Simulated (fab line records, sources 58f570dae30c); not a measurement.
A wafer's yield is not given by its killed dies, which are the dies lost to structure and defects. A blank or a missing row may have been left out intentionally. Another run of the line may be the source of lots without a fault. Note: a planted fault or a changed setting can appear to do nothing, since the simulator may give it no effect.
Matching of chambers    flow berkeley_cmos170    4 sister chambers for UCB170_ZERO_ETCH_06 on rie_diel-01
The step etches SiO2 in CHF3/CF4/Ar, time 12 s. 4 wafers are shown with their chamber, then 7 later ones without.

WAFERS WITH THEIR CHAMBER
wafer   chamber  throttle_valve_pct (%)
L610.4  1        8.96
L615.4  3        9.10
L624.1  2        9.29
L624.3  0        9.37

WAFERS MISSING THEIR CHAMBER
wafer   throttle_valve_pct (%)
L624.6  9.09
L625.1  8.95
L625.2  9.37
L625.5  9.09
L626.1  9.27
L626.2  8.97
L626.5  9.28

WHICH CHAMBER EACH WENT THROUGH
wafer   from the rows above  in truth
L624.6  3                    3
L625.1  1                    1
L625.2  0                    0
L625.5  3                    3
L626.1  2                    2
L626.2  1                    1
L626.5  2                    2
7 of 7 placed correctly. Can't be placed from these rows: 0. Number placed wrongly: 0.
How it was worked out, from the rows above alone: a wafer's distance from a chamber is the root of the sum, over the readings, of the square of ((its reading less the chamber's mean) divided by the reading's scatter). If the next closest chamber is less than 2 further off than the closest, the wafer can't be placed; otherwise it belongs to the closest. Each chamber's mean is taken over the wafers shown for it. The scatter: root of mean squared gap, hidden wafer to nearest shown wafer, with one shown wafer a chamber.
